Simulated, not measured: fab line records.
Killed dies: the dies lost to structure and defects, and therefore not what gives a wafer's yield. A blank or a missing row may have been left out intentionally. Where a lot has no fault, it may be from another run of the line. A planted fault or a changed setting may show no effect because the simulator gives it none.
Which tool was responsible? ; flow rit_cmos ; 39 wafers from 13 lots sampled at 5 of the route's 202 steps

== WHAT THE GAUGES READ, wafer by wafer ==
RIT_SDANNEAL_RS_MEAS_04: measurement is done with a four-point probe. Usual: for PSD_RS the level is 116.0 ohm/sq and the standard deviation is 0.35.
lot;measured;on;PSD_RS (ohm/sq);flag
L683;day 3 09:03;film_metro-02;116.3 116.4 116.0;
L684;day 3 17:26;film_metro-02;116.5 116.6 116.3;
L685;day 3 19:06;film_metro-04;116.5 116.5 116.2;
L687;day 4 03:46;film_metro-04;116.4 116.4 116.6;
L688;day 4 08:17;film_metro-02;115.4 115.5 115.3;
L690;day 4 18:08;film_metro-03;116.2 115.9 116.0;
L693;day 5 08:11;film_metro-04;116.0 116.0 116.1;
L694;day 5 12:50;film_metro-03;115.4 115.4 115.5;
L697;day 6 05:33;film_metro-03;116.1 116.1 116.2;
L698;day 6 10:38;film_metro-03;115.5 116.1 115.6;
L701;day 7 01:08;film_metro-03;116.0 116.7 116.3;
L704;day 7 16:25;film_metro-02;116.0 116.2 116.0;
L705;day 7 19:37;film_metro-03;115.9 115.9 116.0;

RIT_SILICIDE_RS_MEAS_02: measurement is done with a four-point probe. Usual: for SILICIDE_TI_RS the level is 52.6 ohm/sq and the standard deviation is 0.74.
lot;measured;on;SILICIDE_TI_RS (ohm/sq);flag
L683;day 3 09:41;film_metro-01;51.6 52.7 52.4;
L684;day 3 18:04;film_metro-03;53.4 53.7 53.3;
L685;day 3 19:44;film_metro-01;51.2 51.2 50.7;
L687;day 4 04:25;film_metro-04;51.6 51.9 51.5;
L688;day 4 08:55;film_metro-01;51.6 51.7 52.3;
L690;day 4 18:47;film_metro-01;53.7 53.6 53.4;
L693;day 5 08:50;film_metro-01;53.2 53.0 53.4;
L694;day 5 13:28;film_metro-04;53.4 53.2 53.9;
L697;day 6 06:11;film_metro-04;52.0 52.1 51.7;
L698;day 6 11:16;film_metro-04;52.2 51.9 51.9;
L701;day 7 01:46;film_metro-01;35.3 52.1 52.4;OFF
L704;day 7 17:03;film_metro-01;52.9 52.9 52.7;
L705;day 7 20:15;film_metro-03;52.9 53.4 53.4;

RIT_SILICIDE_THK_MEAS_03: measures by xrf. Usual: for SILICIDE_TI_THK the level is 29.1 nm and the standard deviation is 0.32.
lot;measured;on;SILICIDE_TI_THK (nm);flag
L683;day 3 09:48;film_metro-01;29.5 29.2 29.2;
L684;day 3 18:11;film_metro-03;28.9 28.8 28.9;
L685;day 3 19:50;film_metro-01;29.8 29.8 30.1;
L687;day 4 04:30;film_metro-04;29.4 29.5 29.5;
L688;day 4 09:02;film_metro-01;29.5 29.4 29.3;
L690;day 4 18:54;film_metro-01;28.6 28.7 28.8;
L693;day 5 08:57;film_metro-01;28.8 28.8 28.6;
L694;day 5 13:35;film_metro-04;29.0 29.2 28.6;
L697;day 6 06:18;film_metro-04;29.2 29.4 29.7;
L698;day 6 11:23;film_metro-04;29.4 29.5 29.4;
L701;day 7 01:53;film_metro-01;39.9 29.2 29.1;OFF
L704;day 7 17:10;film_metro-01;28.9 28.9 29.1;
L705;day 8 02:39;film_metro-03;28.9 28.8 28.7;

== WHICH TOOL RAN EACH LOT (tool, then ch and the chambers of the sampled wafers, then the start) ==
lot;RIT_NSD_STRIP_09;RIT_SILICIDE_SPUTTER_01
L683;plasma_asher-04 ch 0,1, day 3 06:56;pvd_sputter-03, day 3 09:31
L684;plasma_asher-01 ch 0,1, day 3 15:20;pvd_sputter-04, day 3 17:55
L685;plasma_asher-02 ch 0,1, day 3 16:55;pvd_sputter-03, day 3 19:33
L687;plasma_asher-04 ch 0,1, day 4 01:33;pvd_sputter-03, day 4 04:12
L688;plasma_asher-01 ch 0,1, day 4 06:04;pvd_sputter-04, day 4 08:46
L690;plasma_asher-04 ch 0,1, day 4 16:03;pvd_sputter-04, day 4 18:38
L693;plasma_asher-02 ch 0,1, day 5 05:59;pvd_sputter-02, day 5 08:41
L694;plasma_asher-02 ch 0, day 5 10:44;pvd_sputter-04, day 5 13:18
L697;plasma_asher-04 ch 0,1, day 6 03:15;pvd_sputter-02, day 6 06:01
L698;plasma_asher-02 ch 0,1, day 6 08:31;pvd_sputter-04, day 6 11:06
L701;plasma_asher-04 ch 0,1, day 6 22:45;pvd_sputter-02, day 7 01:36
L704;plasma_asher-02 ch 0,1, day 7 14:18;pvd_sputter-03, day 7 16:53
L705;plasma_asher-02 ch 0,1, day 7 17:29;pvd_sputter-04, day 7 20:06
- RIT_NSD_STRIP_09: strips in O2, time 180 s.
- RIT_SILICIDE_SPUTTER_01: material Ti, target thk 30 nm, time 240 s.

== WHAT THE TOOLS THEMSELVES READ (means of the sampled wafers that have a number; where no wafer has one, the mark that the record gives instead) ==
RIT_NSD_STRIP_09. Usual: drypump_motor_current_A at 5.5 A, with a standard deviation of 0.39.
lot;tool;drypump_motor_current_A (A);flag
L683;plasma_asher-04;5.1;
L684;plasma_asher-01;5.9;
L685;plasma_asher-02;5.4;
L687;plasma_asher-04;5.1;
L688;plasma_asher-01;5.9;
L690;plasma_asher-04;5.1;
L693;plasma_asher-02;5.6;
L694;plasma_asher-02;5.3;
L697;plasma_asher-04;5.3;
L698;plasma_asher-02;5.6;
L701;plasma_asher-04;5.1;
L704;plasma_asher-02;5.6;
L705;plasma_asher-02;5.4;

RIT_SILICIDE_SPUTTER_01. Usual: throttle_valve_pct at 30.0 %, with a standard deviation of 0.74.
lot;tool;throttle_valve_pct (%);flag
L683;pvd_sputter-03;28.7;
L684;pvd_sputter-04;30.3;
L685;pvd_sputter-03;29.6;
L687;pvd_sputter-03;28.8;
L688;pvd_sputter-04;30.1;
L690;pvd_sputter-04;30.0;
L693;pvd_sputter-02;30.4;
L694;pvd_sputter-04;30.6;
L697;pvd_sputter-02;30.2;
L698;pvd_sputter-04;30.0;
L701;pvd_sputter-02;29.8;
L704;pvd_sputter-03;29.8;
L705;pvd_sputter-04;29.6;

== THE ANSWER, worked out from the rows above alone ==
Rule: take the mean of a lot's wafers that have a number; if it is more than 3 standard deviations from the usual mean, the lot is off. A lot without any number at a reading at which 4 lots or more have one is off too. Any other lot the step has rows for is counted as sound. Order of review: gauges by route order, followed by the tools' own readings, for which a lot's mean as printed above is used. At the first step where some lot is off, the reading lying furthest off is the one used; lots without a number count as furthest.
Off: at RIT_SILICIDE_RS_MEAS_02 (SILICIDE_TI_RS), L701.
A tool fits if, at a process step before that reading, it ran every lot that is off, and no sound lot after the first of them. Gauges at RIT_SILICIDE_RS_MEAS_02: tried the same way as those tools. Can't be told from this: 2 tools fit, plasma_asher-04 at RIT_NSD_STRIP_09, pvd_sputter-02 at RIT_SILICIDE_SPUTTER_01.

== WHAT THE SIMULATOR PUT IN ==
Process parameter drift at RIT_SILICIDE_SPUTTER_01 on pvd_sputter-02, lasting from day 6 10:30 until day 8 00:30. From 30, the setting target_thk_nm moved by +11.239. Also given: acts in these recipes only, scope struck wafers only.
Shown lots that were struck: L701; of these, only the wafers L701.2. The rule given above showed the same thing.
